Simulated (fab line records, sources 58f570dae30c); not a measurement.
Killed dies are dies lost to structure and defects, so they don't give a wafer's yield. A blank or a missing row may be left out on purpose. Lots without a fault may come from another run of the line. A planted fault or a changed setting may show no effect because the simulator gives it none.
fab line records | flow berkeley_cmos170
record lots=14 wafers=42 last_day=13
route steps=331 shown NWELL@19 PWELL@49 V2@292
lots that met no fault: from a run of the same line without faults
start_h: hours from the record's first day to the start of the lot's first wafer shown | wait_h: hours since the lot's step before | " the same as in the row above | L1.1+2: a row that stands for several wafers | - no value, or no start given | * or withheld: withheld | < > ~ a bound
route shown NAME@n: a module of which the file shows steps, and the number in the route of the first | usual: mean/standard deviation of fault-free wafers | same: alike in all rows | chamber/n: place in a boat | sites: the reading at each site | _std_site: their standard deviation | _edge_site: outer sites' mean less inner sites' | radius_mm: how far each site lies from the wafer's centre | mask NAME#n: copy n | behind: the tool/chamber that last shaped the wafer | hold: why the lot was held/for how many hours/how that ended | device: the transistor (n, p or np) that didn't switch | end of line: the same wafers' tests at the end of the route | a step without rows: its recipe alone | killed: dies lost to structure and defects at the first sort, not the wafer's yield | map: a wafer's dies, x killed, . not, _ none there
set.NAME: the setting as run; set.NAME@STEP: as run at that earlier step | model.NAME: the simulator's own value behind a step, which no gauge read
steps of the route over a sample of lots; a table a step, a row a wafer
services: from which hour (start_h, from the record's first day; less than 0 if before it) a tool's chamber was out of use, for how many hours, and why
## steps
# step UCB170_NWELL_THK_MEAS_05
# recipe reads=Si3N4_of_NWELL_CVD_04
# usual NWELL_NITRIDE_THK=224.3/1.9
# columns lot.wafer tool chamber start_h wait_h NWELL_NITRIDE_THK[nm]
L446.1 film_metro-03 - 39.38 0.0 224.2
L446.3 " - " " 226.9
L446.6 " - " " 224.6
L445.2 film_metro-02 - 39.39 0.0 225.9
L445.4 " - " " 226.1
L445.6 " - " " 228.5
L448.1 film_metro-04 - 48.96 0.0 222.7
L448.2 " - " " 223.7
L448.5 " - " " 224.0
L449.1 film_metro-03 - 58.64 0.0 221.3
L449.4 " - " " 220.6
L449.5 " - " " 221.1
L450.2 film_metro-02 - 58.65 0.0 224.7
L450.3 " - " " 224.9
L450.6 " - " " 224.1
L451.2 film_metro-02 - 66.70 0.0 223.1
L451.3 " - " " 225.5
L451.5 " - " " 224.8
L452.2 film_metro-02 - 73.98 0.0 222.9
L452.5 " - " " 223.7
L452.6 " - " " 222.6
L457.1 film_metro-04 - 96.58 0.0 224.0
L457.3 " - " " 224.6
L457.6 " - " " 226.1
L458.1 film_metro-02 - 96.58 0.0 224.1
L458.2 " - " " 224.3
L458.3 " - " " 225.6
L461.1 film_metro-02 - 114.47 0.0 227.0
L461.3 " - " " 227.3
L461.6 " - " " 227.7
L464.3 film_metro-02 - 122.94 0.0 222.5
L464.5 " - " " 223.6
L464.6 " - " " 224.6
L463.3 film_metro-03 - 123.00 0.1 223.2
L463.4 " - " " 224.9
L463.5 " - " " 222.3
L465.2 film_metro-02 - 137.90 0.0 224.7
L465.4 " - " " 224.9
L465.6 " - " " 224.0
L466.2 film_metro-04 - 137.90 0.0 223.5
L466.3 " - " " 224.1
L466.4 " - " " 224.0
# step UCB170_PWELL_IMPLANT_15
# recipe species=B dose_cm2=5e+12 energy_kev=60 tilt_deg=7
# usual beam_energy_keV=59.993/0.018
# columns lot.wafer tool chamber start_h wait_h beam_energy_keV
L445.2 implanter-04 0 65.24 0.1 59.979
L445.4 " 0 " " 59.993
L445.6 " 0 " " 60.013
L446.1 implanter-02 0 65.33 0.1 59.971
L446.3 " 0 " " 59.944
L446.6 " 0 " " 59.974
L448.1 implanter-03 0 70.75 0.1 60.031
L448.2 " 0 " " 59.990
L448.5 " 0 " " 59.989
L449.1 implanter-03 0 75.94 0.1 60.000
L449.4 " 0 " " 60.022
L449.5 " 0 " " 59.997
L450.2 implanter-04 0 76.24 0.1 59.988
L450.3 " 0 " " 60.020
L450.6 " 0 " " 60.011
L451.2 implanter-03 0 86.64 0.1 59.968
L451.3 " 0 " " 59.986
L451.5 " 0 " " 59.982
L452.2 implanter-03 0 98.30 0.1 60.027
L452.5 " 0 " " 60.013
L452.6 " 0 " " 59.980
L457.1 implanter-02 0 117.72 0.1 59.993
L457.3 " 0 " " 59.994
L457.6 " 0 " " 60.000
L458.1 implanter-03 0 117.99 0.1 59.967
L458.2 " 0 " " 59.989
L458.3 " 0 " " 59.970
L461.1 implanter-03 0 137.68 0.1 42.008
L461.3 " 0 " " 41.959
L461.6 " 0 " " 42.012
L463.3 implanter-03 0 145.48 0.1 41.998
L463.4 " 0 " " 41.993
L463.5 " 0 " " 41.991
L464.3 implanter-02 0 145.94 0.1 60.032
L464.5 " 0 " " 59.988
L464.6 " 0 " " 60.004
L466.2 implanter-02 0 169.99 0.1 59.987
L466.3 " 0 " " 59.978
L466.4 " 0 " " 59.977
L465.2 implanter-02 0 170.25 0.1 60.002
L465.4 " 0 " " 59.988
L465.6 " 0 " " 60.006
# step UCB170_PWELL_TW_MEAS_17
# usual PWELL_TW=381/3
# columns lot.wafer tool chamber start_h wait_h PWELL_TW
L445.2 film_metro-01 - 65.47 0.1 376
L445.4 " - " " 377
L445.6 " - " " 377
L446.1 film_metro-03 - 65.58 0.1 381
L446.3 " - " " 377
L446.6 " - " " 379
L448.1 film_metro-02 - 71.00 0.1 383
L448.2 " - " " 382
L448.5 " - " " 381
L449.1 film_metro-02 - 76.19 0.1 386
L449.4 " - " " 386
L449.5 " - " " 388
L450.2 film_metro-01 - 76.48 0.1 375
L450.3 " - " " 376
L450.6 " - " " 374
L451.2 film_metro-02 - 86.87 0.1 388
L451.3 " - " " 386
L451.5 " - " " 386
L452.2 film_metro-02 - 98.54 0.1 382
L452.5 " - " " 382
L452.6 " - " " 381
L457.1 film_metro-01 - 117.97 0.1 377
L457.3 " - " " 374
L457.6 " - " " 371
L458.1 film_metro-02 - 118.24 0.1 380
L458.2 " - " " 382
L458.3 " - " " 381
L461.1 film_metro-03 - 137.93 0.1 362
L461.3 " - " " 363
L461.6 " - " " 361
L463.3 film_metro-02 - 145.82 0.2 364
L463.4 " - " " 364
L463.5 " - " " 361
L464.3 film_metro-03 - 146.16 0.1 382
L464.5 " - " " 382
L464.6 " - " " 381
L466.2 film_metro-02 - 170.22 0.1 383
L466.3 " - " " 382
L466.4 " - " " 383
L465.2 film_metro-01 - 170.48 0.1 378
L465.4 " - " " 378
L465.6 " - " " 380
# step UCB170_V2_CVD_00
# recipe material=SiO2 target_thk_nm=2000 temp_c=390 precursor=TEOS/O2 time_s=250 rf_w=550 pressure_mtorr=9000
# usual heater_power_w=251/54
# columns lot.wafer tool chamber start_h wait_h heater_power_w
L446.1 pecvd-02 0 191.29 0.1 246
L446.3 " 1 " " 385
L446.6 " 0 " " 300
L445.2 pecvd-01 1 193.53 0.1 231
L445.4 " 1 " " 300
L445.6 " 0 " " 261
L449.1 pecvd-04 2 204.62 0.1 183
L449.4 " 0 " " 320
L449.5 " 2 " " 235
L448.1 pecvd-01 2 204.83 0.1 206
L448.2 " 0 " " 254
L448.5 " 1 " " 218
L450.2 pecvd-01 2 209.91 0.1 281
L450.3 " 0 " " 242
L450.6 " 2 " " 203
L451.2 pecvd-02 0 210.58 0.1 314
L451.3 " 2 " " 238
L451.5 " 1 " " 398
L452.2 pecvd-04 1 224.73 0.1 241
L452.5 " 2 " " 237
L452.6 " 0 " " 333
L457.1 pecvd-04 0 240.63 0.1 336
L457.3 " 1 " " 291
L457.6 " 1 " " 209
L458.1 pecvd-01 1 240.87 0.1 277
L458.2 " 2 " " 294
L458.3 " 0 " " 229
L461.1 pecvd-02 1 266.85 0.1 409
L461.3 " 2 " " 245
L461.6 " 1 " " 314
L463.3 pecvd-02 2 278.94 0.1 263
L463.4 " 1 " " 423
L463.5 " 2 " " 195
L464.3 pecvd-04 2 284.58 0.1 205
L464.5 " 1 " " 209
L464.6 " 2 " " 248
L465.2 pecvd-04 2 292.79 0.1 208
L465.4 " 1 " " 293
L465.6 " 2 " " 164
L466.2 pecvd-01 1 294.59 0.1 296
L466.3 " 0 " " 201
L466.4 " 1 " " 223
# step UCB170_V2_ETCH_14
# recipe chemistry=CHF3/CF4/Ar target=SiO2 stop_on=Al CHF3_flow_sccm=45 cf4_flow_sccm=15 Ar_flow_sccm=150 pressure_mtorr=200 rf_w=700 target_depth_a=12500 over_etch_frac=0.25 time_s=291
# usual drypump_motor_current_A=5.8/0.57 oes_product_au=0.873/0.014 throttle_valve_pct=6.90/0.06
# columns lot.wafer tool chamber start_h wait_h drypump_motor_current_A oes_product_au rf_hours_counter_h throttle_valve_pct
L446.1 rie_diel-01 0 193.69 0.0 6.6 0.872 5 6.93
L446.3 " 1 " " 6.1 0.873 58 6.81
L446.6 " 3 " " 4.9 0.872 - 6.92
L445.2 rie_diel-01 1 195.40 0.0 6.1 0.871 58 6.81
L445.4 " 0 " " 6.6 0.878 5 6.93
L445.6 " 0 " " 6.6 0.884 - 6.93
L448.1 rie_diel-01 3 208.51 0.0 4.9 0.863 59 6.92
L448.2 " 2 " " 5.6 0.853 55 6.95
L448.5 " 1 " " 6.1 0.866 - 6.81
L449.1 rie_diel-04 3 209.06 0.0 6.5 0.854 39 6.93
L449.4 " 1 " " 5.4 0.898 7 6.92
L449.5 " 2 " " 5.8 0.892 - 6.88
L450.2 rie_diel-04 2 213.20 0.0 5.8 0.894 89 6.88
L450.3 " 0 " " 5.5 0.880 22 6.92
L450.6 " 3 " " 6.5 0.859 - 6.95
L451.2 rie_diel-03 2 213.47 0.0 5.7 0.860 16 6.75
L451.3 " 0 " " 6.3 0.885 8 6.92
L451.5 " 2 " " 5.7 0.861 - 6.77
L452.2 rie_diel-01 0 226.66 0.0 6.6 0.878 7 6.94
L452.5 " 1 " " 6.1 0.873 - 6.82
L452.6 " 2 " " 5.7 0.849 - 6.96
L457.1 rie_diel-01 0 243.47 0.0 6.6 0.880 8 6.92
L457.3 " 1 " " 6.1 0.867 61 6.81
L457.6 " 2 " " 5.7 0.842 - 6.95
L458.1 rie_diel-04 1 243.50 0.0 5.4 0.894 9 6.91
L458.2 " 3 " " 6.5 0.865 41 6.94
L458.3 " 2 " " 5.8 0.887 91 6.87
L461.1 rie_diel-03 3 269.07 0.0 4.7 0.869 101 6.85
L461.3 " 0 " " 6.3 0.890 9 6.92
L461.6 " 3 " " 4.7 0.863 - 6.87
L463.3 rie_diel-01 2 283.54 0.0 5.7 0.850 59 6.95
L463.4 " 1 " " 6.1 0.869 63 6.80
L463.5 " 2 " " 5.7 0.853 - 6.97
L464.3 rie_diel-04 3 287.01 0.0 6.5 0.858 44 6.95
L464.5 " 2 " " 5.8 0.888 - 6.88
L464.6 " 3 " " 6.4 0.861 - 6.93
L465.2 rie_diel-03 1 294.79 0.0 5.3 0.880 7 7.04
L465.4 " 3 " " 4.6 0.865 102 6.86
L465.6 " 0 " " 6.3 0.881 - 6.92
L466.2 rie_diel-03 3 296.58 0.0 4.7 0.870 102 6.88
L466.3 " 0 " " 6.3 0.887 11 6.91
L466.4 " 3 " " 4.7 0.873 - 6.86
## services
# columns tool chamber start_h hours kind
implanter-04 - 69.48 2.7 pm
implanter-04 - 81.74 1.5 repair
implanter-02 - 83.76 2.1 pm
rie_diel-04 1 84.82 8.3 repair
pecvd-02 - 90.97 1.8 repair
pecvd-04 2 126.35 6.0 repair
rie_diel-01 0 137.49 6.0 repair
implanter-04 - 139.27 44.8 pm
implanter-02 - 147.26 4.5 repair
pecvd-01 2 149.58 4.8 repair
rie_diel-01 2 162.83 6.9 repair
rie_diel-03 3 185.55 2.7 repair
pecvd-04 - 187.76 4.2 repair
rie_diel-04 - 193.38 0.5 repair
rie_diel-03 1 207.41 9.7 repair
implanter-03 - 209.65 4.3 pm
rie_diel-03 3 218.94 1.4 repair
pecvd-04 0 230.59 3.8 repair
rie_diel-03 2 240.09 8.8 repair
pecvd-02 - 242.50 14.0 pm
rie_diel-03 0 261.13 5.3 repair
rie_diel-03 3 269.35 2.9 repair
rie_diel-01 3 270.27 4.0 repair
rie_diel-03 1 295.69 3.9 repair
## key
first_sign step=UCB170_PWELL_IMPLANT_15 reading=beam_energy_keV direction=down sigmas=99+ usual=59.993 struck=41.993
effect step=UCB170_PWELL_TW_MEAS_17 reading=PWELL_TW direction=down sigmas=6.1 usual=381 struck=363
met_at UCB170_PWELL_IMPLANT_15
struck_lots L461,L463
tester_left_out L461,L463
not_acting_at UCB170_NWELL_THK_MEAS_05,UCB170_V2_CVD_00,UCB170_V2_ETCH_14
onset_between 117.99 137.68
fault kind=process_parameter_drift tool=implanter-03 chamber=- onset_h=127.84 steps=UCB170_PWELL_IMPLANT_15 channel=energy_kev offset=-18 shape=step end_h=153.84 acts_in=these_recipes_only stated=60
# tester_left_out: of these lots the tester's yield and bins aren't shown, on N5 and GAA mostly nor the transistor test; their killed dies are dies lost to structure and defects alone, not to doping, threshold or leakage, so they don't give the yield
